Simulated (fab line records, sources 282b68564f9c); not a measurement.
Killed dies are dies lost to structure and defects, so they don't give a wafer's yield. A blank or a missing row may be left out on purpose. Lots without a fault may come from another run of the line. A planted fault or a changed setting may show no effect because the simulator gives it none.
Which tool did it? | flow rit_cmos | 15 lots, 45 wafers sampled, at 3 steps of a route of 202

WHAT THE GAUGES READ, wafer by wafer
RIT_PSD_TW_MEAS_10.
lot  | measured    | on            | PSD_TW
L593 | day 3 01:54 | film_metro-03 | 3409 3416 3394
L594 | day 3 10:55 | film_metro-02 | 3431 3435 3420
L595 | day 3 15:35 | film_metro-01 | 3360 3342 3346
L599 | day 4 11:34 | film_metro-02 | 3434 3451 3439
L600 | day 4 13:33 | film_metro-01 | 30 30 30 30 30 30
L601 | day 4 18:38 | film_metro-01 | 30 30 30 30 30 30
L602 | day 4 23:37 | film_metro-03 | 30 30 30 30 30 30
L605 | day 5 13:50 | film_metro-03 | 3402 3402 3406
L606 | day 5 19:10 | film_metro-02 | 3400 3421 3401
L607 | day 6 00:07 | film_metro-02 | 3431 3434 3404
L608 | day 6 05:11 | film_metro-03 | 3455 3450 3450
L609 | day 6 10:47 | film_metro-01 | 3388 3379 3391
L610 | day 6 13:58 | film_metro-02 | 3413 3427 3418
L611 | day 6 18:29 | film_metro-02 | 3429 3432 3415
L612 | day 7 01:34 | film_metro-03 | 3421 3425 3426

WHICH TOOL RAN EACH LOT (tool, then ch and the chambers of the sampled wafers, then the start)
lot  | RIT_NSD_SOFTBAKE_02              | RIT_PSD_IMPLANT_08
L593 | litho_track-03 ch 0, day 2 23:19 | implanter-01 ch 0, day 3 01:34
L594 | litho_track-03 ch 0, day 3 08:19 | implanter-03 ch 0, day 3 10:37
L595 | litho_track-01 ch 0, day 3 13:00 | implanter-04 ch 0, day 3 15:18
L599 | litho_track-01 ch 0, day 4 08:53 | implanter-01 ch 0, day 4 11:14
L600 | litho_track-04 ch 0, day 4 11:04 | implanter-03, day 4 13:13
L601 | litho_track-03 ch 0, day 4 15:46 | implanter-04, day 4 18:18
L602 | litho_track-01 ch 0, day 4 20:53 | implanter-04, day 4 23:18
L605 | litho_track-04 ch 0, day 5 11:06 | implanter-03 ch 0, day 5 13:30
L606 | litho_track-01 ch 0, day 5 16:42 | implanter-04 ch 0, day 5 18:52
L607 | litho_track-04 ch 0, day 5 21:38 | implanter-01 ch 0, day 5 23:48
L608 | litho_track-03 ch 0, day 6 02:35 | implanter-01 ch 0, day 6 04:52
L609 | litho_track-03 ch 0, day 6 07:57 | implanter-03 ch 0, day 6 10:28
L610 | litho_track-03 ch 0, day 6 11:22 | implanter-04 ch 0, day 6 13:39
L611 | litho_track-04 ch 0, day 6 15:43 | implanter-01 ch 0, day 6 18:10
L612 | litho_track-04 ch 0, day 6 22:58 | implanter-04 ch 0, day 7 01:14
- RIT_NSD_SOFTBAKE_02: time 60.96 s.
- RIT_PSD_IMPLANT_08

WHAT THE TOOLS THEMSELVES READ (means of the sampled wafers that have a number; where no wafer has one, the mark that the record gives instead)
RIT_NSD_SOFTBAKE_02.
lot  | tool           | plate_sensor_t_centre_C (C) | plate_sensor_t_edge_C (C)
L593 | litho_track-03 | 90.971                      | 91.032
L594 | litho_track-03 | 90.978                      | 91.022
L595 | litho_track-01 | 90.969                      | 91.021
L599 | litho_track-01 | 90.967                      | 91.033
L600 | litho_track-04 | 90.953                      | 91.024
L601 | litho_track-03 | 90.968                      | 91.016
L602 | litho_track-01 | 90.965                      | 91.024
L605 | litho_track-04 | 90.983                      | 91.018
L606 | litho_track-01 | 90.978                      | 91.029
L607 | litho_track-04 | 90.969                      | 91.023
L608 | litho_track-03 | 90.967                      | 91.021
L609 | litho_track-03 | 90.972                      | 91.021
L610 | litho_track-03 | 90.970                      | 91.016
L611 | litho_track-04 | 90.963                      | 91.022
L612 | litho_track-04 | 90.983                      | 91.031

RIT_PSD_IMPLANT_08.
lot  | tool         | beam_energy_keV | beam_on_s (s) | faraday_current_uA
L593 | implanter-01 | 26.470          | 12.8          | 11999
L594 | implanter-03 | 26.483          | 10.9          | 14046
L595 | implanter-04 | 26.467          | 10.6          | 14379
L599 | implanter-01 | 26.482          | 12.7          | 12071
L600 | implanter-03 | -               | -             | -
L601 | implanter-04 | -               | -             | -
L602 | implanter-04 | -               | -             | -
L605 | implanter-03 | 26.471          | 10.7          | 14312
L606 | implanter-04 | 26.486          | 10.8          | 14205
L607 | implanter-01 | 26.474          | 12.9          | 11996
L608 | implanter-01 | 26.479          | 12.9          | 11823
L609 | implanter-03 | 26.487          | 10.9          | 14006
L610 | implanter-04 | 26.478          | 10.6          | 14312
L611 | implanter-01 | 26.484          | 12.7          | 12102
L612 | implanter-04 | 26.481          | 10.5          | 14471

THE ANSWER, worked out from the rows above alone
Rule: what is usual is taken from the lots themselves. Put in order of their means at a reading, lots are off if they are a third of the lots or fewer, leave a main group of 4 or more, and stand apart from it by a gap of 3 or more times the standard deviation of the main group's means; of several such gaps the widest counts. A main group whose means are all the same, to the digits that the tables above print for the reading, isn't used. A lot without any number at a reading at which 4 lots or more have one is off too. The other lots that the step has rows for count as sound. The gauges are gone through in route order, then the tools' own readings, and for those a lot's mean is taken as printed above. The first step at which some lot is off is used, and at that step the reading that is off furthest; a lot without a number counts as furthest.
Off: L600, L601, L602, at RIT_PSD_TW_MEAS_10 (PSD_TW). The main group: mean 3414, standard deviation 26.
A tool fits if, at a process step before that reading, it ran every lot that is off, and no sound lot after the first of them. The gauges at RIT_PSD_TW_MEAS_10 aren't tried: what is off there is off at RIT_PSD_IMPLANT_08 too, on other tools, and a gauge's error can't cause that. None of those tried fits.

WHAT THE SIMULATOR HAD PUT IN
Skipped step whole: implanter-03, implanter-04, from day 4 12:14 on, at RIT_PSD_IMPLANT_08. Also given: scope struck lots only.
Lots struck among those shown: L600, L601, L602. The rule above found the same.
